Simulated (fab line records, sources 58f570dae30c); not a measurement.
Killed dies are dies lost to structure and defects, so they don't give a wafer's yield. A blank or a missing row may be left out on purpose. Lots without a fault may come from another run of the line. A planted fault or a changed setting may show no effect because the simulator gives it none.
Which tool did it? | flow berkeley_cmos170 | 13 lots, 39 wafers sampled, at 5 steps of a route of 331

WHAT THE GAUGES READ, wafer by wafer
UCB170_NWELL_TW_MEAS_16. Usual: NWELL_TW 1252, standard deviation 7.2.
lot  | measured    | on            | NWELL_TW                      | flag
L577 | day 2 19:32 | film_metro-03 | 1250 1251 1241                |
L578 | day 2 19:32 | film_metro-01 | 1245 1237 1237                |
L579 | day 3 01:22 | film_metro-03 | 1254 1255 1257                |
L585 | day 4 09:52 | film_metro-03 | 1147 1139 1138 1139 1137 1150 | OFF
L588 | day 5 00:59 | film_metro-01 | 1134 1138 1130 1140 1136 1141 | OFF
L591 | day 5 09:50 | film_metro-03 | 1146 1142 1139 1152 1144 1146 | OFF
L592 | day 5 21:20 | film_metro-04 | 1249 1245 1250                |
L593 | day 5 21:36 | film_metro-03 | 1255 1253 1255                |
L595 | day 6 10:05 | film_metro-01 | 1242 1240 1248                |
L597 | day 6 20:22 | film_metro-04 | 1256 1256 1266                |
L598 | day 7 01:12 | film_metro-03 | 1258 1253 1254                |
L599 | day 7 05:40 | film_metro-01 | 1239 1248 1247                |
L600 | day 7 10:43 | film_metro-03 | 1251 1242 1248                |

UCB170_ACTIVE_THK_MEAS_06. Usual: ACTIVE_NITRIDE_THK 219.8 nm, standard deviation 1.6.
lot  | measured    | on            | ACTIVE_NITRIDE_THK (nm) | flag
L577 | day 5 02:10 | film_metro-03 | 220.6 220.0 220.2       |
L578 | day 5 02:10 | film_metro-02 | 217.7 219.0 216.7       |
L579 | day 5 02:11 | film_metro-04 | 222.1 221.7 222.8       |
L585 | day 6 20:35 | film_metro-03 | 220.1 219.0 219.5       |
L588 | day 7 14:20 | film_metro-04 | 219.9 220.2 218.7       |
L591 | day 7 14:19 | film_metro-03 | 217.8 219.7 219.2       |
L592 | day 8 07:21 | film_metro-02 | 219.9 220.9 222.0       |
L593 | day 8 07:19 | film_metro-04 | 220.7 222.0 218.3       |
L595 | day 8 07:17 | film_metro-03 | 220.2 219.6 218.5       |
L597 | day 8 23:55 | film_metro-02 | 219.1 219.1 218.2       |
L598 | day 9 09:56 | film_metro-02 | 219.4 218.5 219.1       |
L599 | day 9 09:56 | film_metro-03 | 220.9 220.5 219.2       |
L600 | day 9 13:46 | film_metro-04 | 220.9 223.2 222.9       |

UCB170_PLDD_TW_MEAS_11. Usual: PLDD_TW 1011, standard deviation 5.6.
lot  | measured     | on            | PLDD_TW        | flag
L577 | day 7 14:47  | film_metro-03 | 1013 1016 1010 |
L578 | day 7 14:39  | film_metro-04 | 1004 1002 1008 |
L579 | day 7 15:07  | film_metro-03 | 1012 1010 1009 |
L585 | day 9 10:39  | film_metro-03 | 1001 1010 1004 |
L588 | day 9 21:44  | film_metro-03 | 1007 1009 1007 |
L591 | day 9 22:20  | film_metro-02 | 1005 1007 1004 |
L592 | day 10 20:02 | film_metro-02 | 1022 1014 1014 |
L593 | day 10 20:08 | film_metro-04 | 1016 1017 1015 |
L595 | day 10 19:49 | film_metro-03 | 1015 1015 1014 |
L597 | day 11 12:41 | film_metro-03 | 1019 1017 1019 |
L598 | day 12 10:53 | film_metro-02 | 1008 1006 1008 |
L599 | day 12 03:25 | film_metro-04 | 1017 1013 1013 |
L600 | day 12 03:06 | film_metro-02 | 1006 1004 1006 |

UCB170_PSD_CD_MEAS_06: target cd 1200 nm. Usual: cd_nm 1200.2 nm, standard deviation 1.5.
lot  | measured     | on        | cd_nm (nm)           | flag
L577 | day 7 22:48  | cd_sem-01 | 1200.9 1198.6 1200.2 |
L578 | day 7 23:04  | cd_sem-02 | 1200.2 1198.4 1200.2 |
L579 | day 7 23:20  | cd_sem-01 | 1201.7 1201.5 1200.5 |
L585 | day 9 19:19  | cd_sem-01 | 1201.3 1202.0 1201.3 |
L588 | day 10 07:35 | cd_sem-01 | 1199.5 1199.8 1199.7 |
L591 | day 10 07:18 | cd_sem-01 | 1200.2 1201.1 1200.8 |
L592 | day 11 06:08 | cd_sem-01 | 1198.5 1199.5 1199.2 |
L593 | day 11 05:55 | cd_sem-01 | 1199.0 1200.0 1199.1 |
L595 | day 11 05:37 | cd_sem-02 | 1200.2 1200.8 1200.7 |
L597 | day 12 02:19 | cd_sem-01 | 1199.4 1199.7 1200.7 |
L598 | day 12 19:07 | cd_sem-01 | 1201.7 1201.0 1200.9 |
L599 | day 12 12:42 | cd_sem-02 | 1199.9 1200.6 1199.6 |
L600 | day 12 12:30 | cd_sem-02 | 1198.5 1197.9 1198.2 |

WHICH TOOL RAN EACH LOT (tool, then ch and the chambers of the sampled wafers, then the start)
lot  | UCB170_NWELL_IMPLANT_14
L577 | implanter-01 ch 0, day 2 19:17
L578 | implanter-04 ch 0, day 2 19:17
L579 | implanter-04 ch 0, day 3 01:08
L585 | implanter-04 ch 0, day 4 09:37
L588 | implanter-04 ch 0, day 5 00:45
L591 | implanter-04 ch 0, day 5 09:35
L592 | implanter-01 ch 0, day 5 21:05
L593 | implanter-02 ch 0, day 5 21:23
L595 | implanter-02 ch 0, day 6 09:50
L597 | implanter-02 ch 0, day 6 20:10
L598 | implanter-02 ch 0, day 7 00:57
L599 | implanter-02 ch 0, day 7 05:25
L600 | implanter-02 ch 0, day 7 10:29
- UCB170_NWELL_IMPLANT_14

WHAT THE TOOLS THEMSELVES READ (means of the sampled wafers that have a number; where no wafer has one, the mark that the record gives instead)
UCB170_NWELL_IMPLANT_14. Usual: beam_energy_keV 150.00, standard deviation 0.047.
lot  | tool         | beam_energy_keV | flag
L577 | implanter-01 | 149.94          |
L578 | implanter-04 | 150.05          |
L579 | implanter-04 | 150.00          |
L585 | implanter-04 | 97.57           | OFF
L588 | implanter-04 | 97.51           | OFF
L591 | implanter-04 | 97.45           | OFF
L592 | implanter-01 | 150.02          |
L593 | implanter-02 | 150.00          |
L595 | implanter-02 | 150.03          |
L597 | implanter-02 | 150.02          |
L598 | implanter-02 | 150.02          |
L599 | implanter-02 | 150.03          |
L600 | implanter-02 | 149.98          |

THE ANSWER, worked out from the rows above alone
Rule: a lot is off if the mean of its wafers that have a number lies more than 3 standard deviations from the usual mean. A lot without any number at a reading at which 4 lots or more have one is off too. The other lots that the step has rows for count as sound. The gauges are gone through in route order, then the tools' own readings, and for those a lot's mean is taken as printed above. The first step at which some lot is off is used, and at that step the reading that is off furthest; a lot without a number counts as furthest.
Off: L585, L588, L591, at UCB170_NWELL_TW_MEAS_16 (NWELL_TW).
A tool fits if, at a process step before that reading, it ran every lot that is off, and no sound lot after the first of them. The gauges at UCB170_NWELL_TW_MEAS_16 aren't tried: what is off there is off at UCB170_NWELL_IMPLANT_14 too, on other tools, and a gauge's error can't cause that. One fits: implanter-04 at UCB170_NWELL_IMPLANT_14. Its last sound lot is L579 (day 3 01:08), its first lot that is off L585 (day 4 09:37): a fault that began between those two fits.
The tool's own readings at UCB170_NWELL_IMPLANT_14 bear it out: on the lots that are off they differ by more than 5 times the standard deviation of the sound lots' means. beam_energy_keV reads 97.51 there against 150.01 on the sound lots.

WHAT THE SIMULATOR HAD PUT IN
Process parameter drift: implanter-04, from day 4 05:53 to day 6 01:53, at UCB170_NWELL_IMPLANT_14. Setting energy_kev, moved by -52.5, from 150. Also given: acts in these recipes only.
Lots struck among those shown: L585, L588, L591. The rule above found the same.
